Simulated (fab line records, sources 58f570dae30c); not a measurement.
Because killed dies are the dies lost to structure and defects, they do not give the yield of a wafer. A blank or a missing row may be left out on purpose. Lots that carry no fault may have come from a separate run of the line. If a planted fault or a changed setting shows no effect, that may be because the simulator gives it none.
What tool caused it? + flow berkeley_cmos170 + Sampling: 14 lots, 42 wafers, 7 of 331 route steps

WHAT EACH GAUGE READ, for each wafer
UCB170_FIELD_THK_MEAS_91. Usual: FIELD_OXIDE_LEFT_2_THK 352 nm, standard deviation 10.
| lot  | measured     | on            | FIELD_OXIDE_LEFT_2_THK (nm) | flag |
|------|--------------|---------------|-----------------------------|------|
| L874 | day 5 23:55  | film_metro-01 | 334 335 340                 |      |
| L875 | day 6 09:58  | film_metro-04 | 353 355 355                 |      |
| L877 | day 6 10:02  | film_metro-01 | 354 357 353                 |      |
| L876 | day 6 10:18  | film_metro-01 | 359 366 349                 |      |
| L879 | day 6 17:26  | film_metro-04 | 360 364 362                 |      |
| L878 | day 6 17:41  | film_metro-02 | 361 369 372                 |      |
| L882 | day 7 01:29  | film_metro-01 | 348 344 349                 |      |
| L880 | day 7 02:04  | film_metro-04 | 350 344 357                 |      |
| L884 | day 8 02:13  | film_metro-02 | 359 356 358                 |      |
| L887 | day 8 04:22  | film_metro-01 | 354 354 359                 |      |
| L888 | day 8 19:17  | film_metro-04 | 360 364 362                 |      |
| L889 | day 8 23:36  | film_metro-01 | 349 342 341                 |      |
| L895 | day 10 02:26 | film_metro-04 | 360 360 357                 |      |
| L896 | day 10 10:38 | film_metro-01 | 359 353 374                 |      |

UCB170_PLDD_CD_MEAS_06: the cd target is 1200 nm. Usual: cd_nm reads 1200.3 nm (standard deviation 1.4).
| lot  | measured     | on        | cd_nm (nm)           | flag |
|------|--------------|-----------|----------------------|------|
| L874 | day 6 14:45  | cd_sem-01 | 1198.3 1198.7 1199.5 |      |
| L875 | day 7 00:14  | cd_sem-02 | 1199.4 1199.7 1201.6 |      |
| L877 | day 6 23:56  | cd_sem-02 | 1201.4 1201.4 1202.7 |      |
| L876 | day 7 00:34  | cd_sem-01 | 1200.5 1202.3 1201.2 |      |
| L879 | day 7 07:31  | cd_sem-02 | 1198.2 1198.8 1198.5 |      |
| L878 | day 7 07:59  | cd_sem-01 | 1199.4 1200.4 1200.4 |      |
| L882 | day 7 14:56  | cd_sem-01 | 1198.8 1198.1 1199.7 |      |
| L880 | day 7 15:11  | cd_sem-01 | 1200.9 1200.8 1201.4 |      |
| L884 | day 8 14:07  | cd_sem-01 | 1200.1 1200.7 1200.5 |      |
| L887 | day 8 19:10  | cd_sem-02 | 1202.9 1203.8 1203.2 |      |
| L888 | day 9 14:11  | cd_sem-01 | 1200.5 1201.1 1200.7 |      |
| L889 | day 9 14:51  | cd_sem-01 | 1198.7 1197.5 1198.4 |      |
| L895 | day 10 16:29 | cd_sem-01 | 1200.2 1200.8 1200.8 |      |
| L896 | day 11 03:57 | cd_sem-02 | 1201.8 1201.4 1202.1 |      |

UCB170_PSD_CD_MEAS_06: the cd target is 1200 nm. Usual: cd_nm reads 1200.3 nm (standard deviation 1.5).
| lot  | measured     | on        | cd_nm (nm)           | flag |
|------|--------------|-----------|----------------------|------|
| L874 | day 6 23:36  | cd_sem-02 | 1201.9 1202.2 1201.0 |      |
| L875 | day 7 09:52  | cd_sem-02 | 1197.6 1197.6 1197.3 |      |
| L877 | day 7 09:21  | cd_sem-02 | 1200.7 1200.6 1200.4 |      |
| L876 | day 7 09:35  | cd_sem-02 | 1202.5 1201.4 1201.0 |      |
| L879 | day 7 15:40  | cd_sem-02 | 1199.0 1198.8 1199.8 |      |
| L878 | day 7 15:20  | cd_sem-01 | 1201.3 1201.5 1199.8 |      |
| L882 | day 7 23:58  | cd_sem-02 | 1200.9 1201.1 1200.2 |      |
| L880 | day 7 23:49  | cd_sem-01 | 1200.0 1199.1 1201.6 |      |
| L884 | day 8 23:35  | cd_sem-02 | 1201.7 1201.3 1201.1 |      |
| L887 | day 9 04:34  | cd_sem-01 | 1199.1 1198.8 1199.1 |      |
| L888 | day 10 00:39 | cd_sem-02 | 1202.0 1201.9 1200.5 |      |
| L889 | day 10 00:47 | cd_sem-01 | 1200.9 1201.2 1200.6 |      |
| L895 | day 11 02:34 | cd_sem-01 | 1201.0 1200.3 1200.1 |      |
| L896 | day 11 12:20 | cd_sem-02 | 1197.2 1197.6 1196.8 |      |

UCB170_NSD_TW_MEAS_10. Usual: NSD_TW 4199, standard deviation 22.
| lot  | measured     | on            | NSD_TW                        | flag |
|------|--------------|---------------|-------------------------------|------|
| L874 | day 7 02:07  | film_metro-03 | 4194 4161 4180                |      |
| L875 | day 7 13:06  | film_metro-04 | 4208 4184 4197                |      |
| L877 | day 7 13:14  | film_metro-03 | 4149 4170 4156                |      |
| L876 | day 7 12:51  | film_metro-02 | 4232 4224 4228                |      |
| L879 | day 7 17:56  | film_metro-03 | 4190 4172 4207                |      |
| L878 | day 7 17:30  | film_metro-04 | 4195 4180 4194                |      |
| L882 | day 8 03:13  | film_metro-04 | 4205 4219 4220                |      |
| L880 | day 8 02:43  | film_metro-02 | 4222 4196 4220                |      |
| L884 | day 9 01:41  | film_metro-03 | 4179 4187 4212                |      |
| L887 | day 9 09:00  | film_metro-04 | 4207 4198 4202                |      |
| L888 | day 10 03:57 | film_metro-02 | 3765 3785 3779 3766 3784 3789 | OFF  |
| L889 | day 10 04:27 | film_metro-02 | 3794 3806 3777 3802 3790 3794 | OFF  |
| L895 | day 11 05:31 | film_metro-03 | 4164 4146 4179                |      |
| L896 | day 11 14:39 | film_metro-03 | 4168 4175 4153                |      |

UCB170_SDANNEAL_RS_MEAS_03: measures by four-point-probe. Usual: NSD_RS 37.27 ohm/sq, standard deviation 0.092.
| lot  | measured     | on            | NSD_RS (ohm/sq)                     | flag |
|------|--------------|---------------|-------------------------------------|------|
| L874 | day 7 03:22  | film_metro-04 | 37.23 37.28 37.19                   |      |
| L875 | day 7 15:10  | film_metro-04 | 37.32 37.22 37.34                   |      |
| L877 | day 7 14:58  | film_metro-03 | 37.23 37.22 37.30                   |      |
| L876 | day 7 14:04  | film_metro-03 | 37.19 37.18 37.25                   |      |
| L879 | day 7 20:22  | film_metro-02 | 37.18 37.26 37.21                   |      |
| L878 | day 7 20:25  | film_metro-04 | 37.30 37.14 37.14                   |      |
| L882 | day 8 06:08  | film_metro-03 | 37.20 37.16 37.28                   |      |
| L880 | day 8 05:40  | film_metro-03 | 37.39 37.38 37.33                   |      |
| L884 | day 9 03:02  | film_metro-03 | 37.23 37.27 37.21                   |      |
| L887 | day 9 10:12  | film_metro-04 | 37.26 37.38 37.33                   |      |
| L888 | day 10 08:17 | film_metro-02 | 42.63 42.75 42.72 42.65 42.63 42.64 | OFF  |
| L889 | day 10 11:40 | film_metro-04 | 42.76 42.78 42.79 42.80 42.75 42.67 | OFF  |
| L895 | day 11 07:07 | film_metro-04 | 37.21 37.30 37.29                   |      |
| L896 | day 11 16:35 | film_metro-04 | 37.40 37.28 37.44                   |      |

WHAT TOOL EACH LOT RAN ON (gives the tool, then ch and the chambers of the sampled wafers, and finally the start)
| lot  | UCB170_NSD_IMPLANT_08           | UCB170_NSD_STRIP_09                  |
|------|---------------------------------|--------------------------------------|
| L874 | implanter-03 ch 0, day 7 01:52  | plasma_asher-01 ch 0,1, day 7 02:01  |
| L875 | implanter-01 ch 0, day 7 12:53  | plasma_asher-03 ch 0,1, day 7 13:01  |
| L877 | implanter-02 ch 0, day 7 13:01  | plasma_asher-03 ch 0,1, day 7 13:08  |
| L876 | implanter-03 ch 0, day 7 12:37  | plasma_asher-03 ch 0, day 7 12:44    |
| L879 | implanter-01 ch 0, day 7 17:41  | plasma_asher-04 ch 0,1, day 7 17:50  |
| L878 | implanter-03 ch 0, day 7 17:17  | plasma_asher-01 ch 0,1, day 7 17:25  |
| L882 | implanter-02 ch 0, day 8 02:58  | plasma_asher-01 ch 0,1, day 8 03:07  |
| L880 | implanter-02 ch 0, day 8 02:28  | plasma_asher-04 ch 0,1, day 8 02:37  |
| L884 | implanter-01 ch 0, day 9 01:26  | plasma_asher-01 ch 1, day 9 01:34    |
| L887 | implanter-01 ch 0, day 9 08:45  | plasma_asher-03 ch 0,1, day 9 08:54  |
| L888 | implanter-01 ch 0, day 10 03:43 | plasma_asher-04 ch 0,1, day 10 03:50 |
| L889 | implanter-01 ch 0, day 10 04:14 | plasma_asher-01 ch 0,1, day 10 04:22 |
| L895 | implanter-02 ch 0, day 11 05:16 | plasma_asher-04 ch 0,1, day 11 05:25 |
| L896 | implanter-02 ch 0, day 11 14:24 | plasma_asher-01 ch 0,1, day 11 14:33 |
- UCB170_NSD_IMPLANT_08
- UCB170_NSD_STRIP_09: strips in O2.

AS READ BY THE TOOLS THEMSELVES (means over the sampled wafers that have a number; for cases with no such wafer, the mark the record gives instead)
UCB170_NSD_IMPLANT_08. Usual: beam_energy_keV 40.000, standard deviation 0.013; end_station_pressure_torr 1.25e-05 Torr, standard deviation 5.6e-07; faraday_current_uA 9246, standard deviation 190.
| lot  | tool         | beam_energy_keV | end_station_pressure_torr (Torr) | faraday_current_uA | flag |
|------|--------------|-----------------|----------------------------------|--------------------|------|
| L874 | implanter-03 | 40.000          | 1.25e-05                         | 9113               |      |
| L875 | implanter-01 | 40.004          | 1.26e-05                         | 9197               |      |
| L877 | implanter-02 | 40.015          | 1.20e-05                         | 9150               |      |
| L876 | implanter-03 | 40.004          | 1.31e-05                         | 9231               |      |
| L879 | implanter-01 | 40.002          | 1.24e-05                         | 9306               |      |
| L878 | implanter-03 | 40.011          | 1.23e-05                         | 9278               |      |
| L882 | implanter-02 | 40.008          | 1.27e-05                         | 8970               |      |
| L880 | implanter-02 | 39.982          | 1.28e-05                         | 9315               |      |
| L884 | implanter-01 | 39.990          | 1.21e-05                         | 9305               |      |
| L887 | implanter-01 | 40.014          | 1.24e-05                         | 9476               |      |
| L888 | implanter-01 | 26.776          | 1.24e-05                         | 9355               | OFF  |
| L889 | implanter-01 | 26.803          | 1.25e-05                         | 9073               | OFF  |
| L895 | implanter-02 | 39.994          | 1.25e-05                         | 9372               |      |
| L896 | implanter-02 | 40.010          | 1.28e-05                         | 9280               |      |

UCB170_NSD_STRIP_09. Usual: chamber_pressure_mTorr 3500 mTorr, standard deviation 3; drypump_motor_current_A 5.67 A, standard deviation 0.3; oes_product_au 0.533 a.u., standard deviation 0.0043; strip_time_to_endpoint_s 35.85 s, standard deviation 0.079.
| lot  | tool            | chamber_pressure_mTorr (mTorr) | drypump_motor_current_A (A) | oes_product_au (a.u.) | strip_time_to_endpoint_s (s) | flag |
|------|-----------------|--------------------------------|-----------------------------|-----------------------|------------------------------|------|
| L874 | plasma_asher-01 | 3497                           | 5.48                        | 0.533                 | 35.93                        |      |
| L875 | plasma_asher-03 | 3500                           | 6.02                        | 0.537                 | 35.89                        |      |
| L877 | plasma_asher-03 | 3501                           | 5.87                        | 0.532                 | 35.87                        |      |
| L876 | plasma_asher-03 | 3499                           | 5.70                        | 0.529                 | 35.92                        |      |
| L879 | plasma_asher-04 | 3500                           | 5.47                        | 0.529                 | 35.88                        |      |
| L878 | plasma_asher-01 | 3500                           | 5.44                        | 0.535                 | 35.90                        |      |
| L882 | plasma_asher-01 | 3501                           | 5.45                        | 0.534                 | 35.81                        |      |
| L880 | plasma_asher-04 | 3498                           | 5.43                        | 0.537                 | 35.81                        |      |
| L884 | plasma_asher-01 | 3499                           | 5.54                        | 0.532                 | 35.87                        |      |
| L887 | plasma_asher-03 | 3500                           | 6.04                        | 0.536                 | 35.84                        |      |
| L888 | plasma_asher-04 | 3498                           | 5.50                        | 0.580                 | 31.10                        | OFF  |
| L889 | plasma_asher-01 | 3498                           | 5.44                        | 0.581                 | 31.10                        | OFF  |
| L895 | plasma_asher-04 | 3503                           | 5.42                        | 0.534                 | 35.77                        |      |
| L896 | plasma_asher-01 | 3498                           | 5.52                        | 0.532                 | 35.68                        |      |

THE ANSWER, worked out from the rows above alone
Rule: a lot counts as off when the mean over its wafers that have a number is more than 3 standard deviations away from the usual mean. Also off: a lot with no number at a reading for which 4 or more lots have one. Any other lot the step has rows for is counted as sound. First the gauges in route order, then the tools' own readings, where a lot's mean is used as printed above. At the first step where some lot is off, the reading lying furthest off is the one used; lots without a number count as furthest.
Off: at UCB170_NSD_TW_MEAS_10 (NSD_TW), L888, L889.
A tool fits if, at a process step before that reading, it ran every lot that is off, and no sound lot after the first of them. The gauges at UCB170_NSD_TW_MEAS_10 aren't tried: what is off there is off at UCB170_NSD_IMPLANT_08 too, on other tools, and a gauge's error can't cause that. One fits: UCB170_NSD_IMPLANT_08 on implanter-01. A fault onset in the window from L887 (day 9 08:45, its last sound lot) to L888 (day 10 03:43, its first lot off) fits.
On the lots that are off, the tool's own readings at UCB170_NSD_IMPLANT_08 differ by more than 5 times the standard deviation of the sound lots' means, which bears it out; beam_energy_keV reads 26.790 there versus 40.003 on the sound lots.

WHAT HAD BEEN PUT IN BY THE SIMULATOR
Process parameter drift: implanter-01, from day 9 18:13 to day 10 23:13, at UCB170_NSD_IMPLANT_08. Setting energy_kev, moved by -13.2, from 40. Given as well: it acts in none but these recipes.
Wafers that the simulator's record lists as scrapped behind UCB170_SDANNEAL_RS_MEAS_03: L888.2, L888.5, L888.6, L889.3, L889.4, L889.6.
Lots struck among those shown: L888, L889. The rule above found the same.
